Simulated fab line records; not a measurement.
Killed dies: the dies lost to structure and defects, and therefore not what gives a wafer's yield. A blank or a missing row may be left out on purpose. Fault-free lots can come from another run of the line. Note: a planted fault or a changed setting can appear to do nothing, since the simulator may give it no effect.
Lot-split experiment :: flow ritCmos :: 23 wafers read from 5 lots, route of 202 steps

## THE SPLIT ITSELF
At RIT_NRETRO_IMPLANT_08, the setting doseCm2 was moved away from the recipe's 1e+13 on 6 of the 23 wafers read, by -6.8% to +7.1%. All remaining wafers had this setting at the recipe value.

## FROM THE SPLIT TO THE READING: what the file shows between them, 1 step
- RIT_NRETRO_STRIP_09: strips in O2, time 180 s

## THE READING
NRETRO_TW, at RIT_NRETRO_TW_MEAS_10. A value of 1048 with a standard deviation of 6.1 is what fault-free wafers of this fab line usually give.

wafer: L074.1
tool, chamber at the split: implanter-03, 0
doseCm2 as run: 1e+13
against the recipe: recipe
NRETRO_TW: 1050
against lot-mates on the recipe: -

wafer: L074.2
tool, chamber at the split: implanter-03, 0
doseCm2 as run: 1e+13
against the recipe: recipe
NRETRO_TW: 1054
against lot-mates on the recipe: -

wafer: L074.3
tool, chamber at the split: implanter-03, 0
doseCm2 as run: 1.071e+13
against the recipe: +7.1%
NRETRO_TW: 1079
against lot-mates on the recipe: +27

wafer: L074.4
tool, chamber at the split: implanter-03, 0
doseCm2 as run: 1.071e+13
against the recipe: +7.1%
NRETRO_TW: 1076
against lot-mates on the recipe: +24

wafer: L074.6
tool, chamber at the split: implanter-03, 0
doseCm2 as run: 1e+13
against the recipe: recipe
NRETRO_TW: 1051
against lot-mates on the recipe: -

wafer: L078.1
tool, chamber at the split: implanter-01, 0
doseCm2 as run: 1e+13
against the recipe: recipe
NRETRO_TW: 1039
against lot-mates on the recipe: -

wafer: L078.2
tool, chamber at the split: implanter-01, 0
doseCm2 as run: 1e+13
against the recipe: recipe
NRETRO_TW: 1042
against lot-mates on the recipe: -

wafer: L078.4
tool, chamber at the split: implanter-01, 0
doseCm2 as run: 1e+13
against the recipe: recipe
NRETRO_TW: 1041
against lot-mates on the recipe: -

wafer: L078.5
tool, chamber at the split: implanter-01, 0
doseCm2 as run: 1e+13
against the recipe: recipe
NRETRO_TW: 1040
against lot-mates on the recipe: -

wafer: L078.6
tool, chamber at the split: implanter-01, 0
doseCm2 as run: 1e+13
against the recipe: recipe
NRETRO_TW: 1043
against lot-mates on the recipe: -

wafer: L081.2
tool, chamber at the split: implanter-03, 0
doseCm2 as run: 1e+13
against the recipe: recipe
NRETRO_TW: 1046
against lot-mates on the recipe: -

wafer: L081.3
tool, chamber at the split: implanter-03, 0
doseCm2 as run: 1e+13
against the recipe: recipe
NRETRO_TW: 1045
against lot-mates on the recipe: -

wafer: L081.6
tool, chamber at the split: implanter-03, 0
doseCm2 as run: 1e+13
against the recipe: recipe
NRETRO_TW: 1043
against lot-mates on the recipe: -

wafer: L082.1
tool, chamber at the split: implanter-02, 0
doseCm2 as run: 9.321e+12
against the recipe: -6.8%
NRETRO_TW: 1020
against lot-mates on the recipe: -24

wafer: L082.3
tool, chamber at the split: implanter-02, 0
doseCm2 as run: 1e+13
against the recipe: recipe
NRETRO_TW: 1050
against lot-mates on the recipe: -

wafer: L082.4
tool, chamber at the split: implanter-02, 0
doseCm2 as run: 1e+13
against the recipe: recipe
NRETRO_TW: 1041
against lot-mates on the recipe: -

wafer: L082.5
tool, chamber at the split: implanter-02, 0
doseCm2 as run: 1e+13
against the recipe: recipe
NRETRO_TW: 1042
against lot-mates on the recipe: -

wafer: L082.6
tool, chamber at the split: implanter-02, 0
doseCm2 as run: 9.321e+12
against the recipe: -6.8%
NRETRO_TW: 1019
against lot-mates on the recipe: -25

wafer: L085.1
tool, chamber at the split: implanter-03, 0
doseCm2 as run: 1e+13
against the recipe: recipe
NRETRO_TW: 1052
against lot-mates on the recipe: -

wafer: L085.2
tool, chamber at the split: implanter-03, 0
doseCm2 as run: 9.423e+12
against the recipe: -5.8%
NRETRO_TW: 1034
against lot-mates on the recipe: -19

wafer: L085.4
tool, chamber at the split: implanter-03, 0
doseCm2 as run: 9.423e+12
against the recipe: -5.8%
NRETRO_TW: 1030
against lot-mates on the recipe: -23

wafer: L085.5
tool, chamber at the split: implanter-03, 0
doseCm2 as run: 1e+13
against the recipe: recipe
NRETRO_TW: 1049
against lot-mates on the recipe: -

wafer: L085.6
tool, chamber at the split: implanter-03, 0
doseCm2 as run: 1e+13
against the recipe: recipe
NRETRO_TW: 1058
against lot-mates on the recipe: -

FIT RESULTS
A straight line over all 23 wafers: NRETRO_TW changes by +3.78 for each +1% of doseCm2; r = +0.92; the points scatter about the line by 5.5.
The same after taking each lot's own level away (the mean of its wafers on the recipe; 23 wafers): +3.65 for each +1%; r = +0.98; scatter 2.5.
The reading moves by 26 for the largest change in doseCm2, on that fit.
Measured against the standard deviation above, the lots' own levels, which go from 1041.0 to 1053.0, span 2.0 times it.
The two slopes are in agreement: the lot-to-lot level therefore moves the slope only a little.
Check: with one of the wafers moved furthest among these (+7.1%) left out of the fit, the line predicts +25.3 for it against its lot-mates. Against them it came out at +27.3.

## ADDITIONAL SPLITS CARRIED BY THESE WAFERS
These wafers also went through other splits before the reading. Each is held against what the fit with the lots' levels taken away leaves over:
other split on the same wafers: RIT_ACTIVE_OXIDATION_01 tempC
wafers away from the commonest value: 15
r with NRETRO_TW (lot level and that fit taken away): +0.01

other split on the same wafers: RIT_ACTIVE_CVD_03 sih2cl2FlowSccm
wafers away from the commonest value: 18
r with NRETRO_TW (lot level and that fit taken away): +0.00

other split on the same wafers: RIT_ACTIVE_DEVELOP_10 devTempC
wafers away from the commonest value: 9
r with NRETRO_TW (lot level and that fit taken away): -0.04

other split on the same wafers: RIT_FOX1_OXIDATION_00 oxTimeS
wafers away from the commonest value: 10
r with NRETRO_TW (lot level and that fit taken away): +0.00

other split on the same wafers: RIT_NWELL_SOFTBAKE_02 tempC
wafers away from the commonest value: 4
r with NRETRO_TW (lot level and that fit taken away): +0.33

other split on the same wafers: RIT_NWELL_IMPLANT_08 energyKev
wafers away from the commonest value: 7
r with NRETRO_TW (lot level and that fit taken away): -0.01

other split on the same wafers: RIT_PWELL_IMPLANT_08 energyKev
wafers away from the commonest value: 6
r with NRETRO_TW (lot level and that fit taken away): -0.06

## THE FILE'S OWN FIT
NRETRO_TW changes by +3.61 for each +1% of doseCm2, r = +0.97.
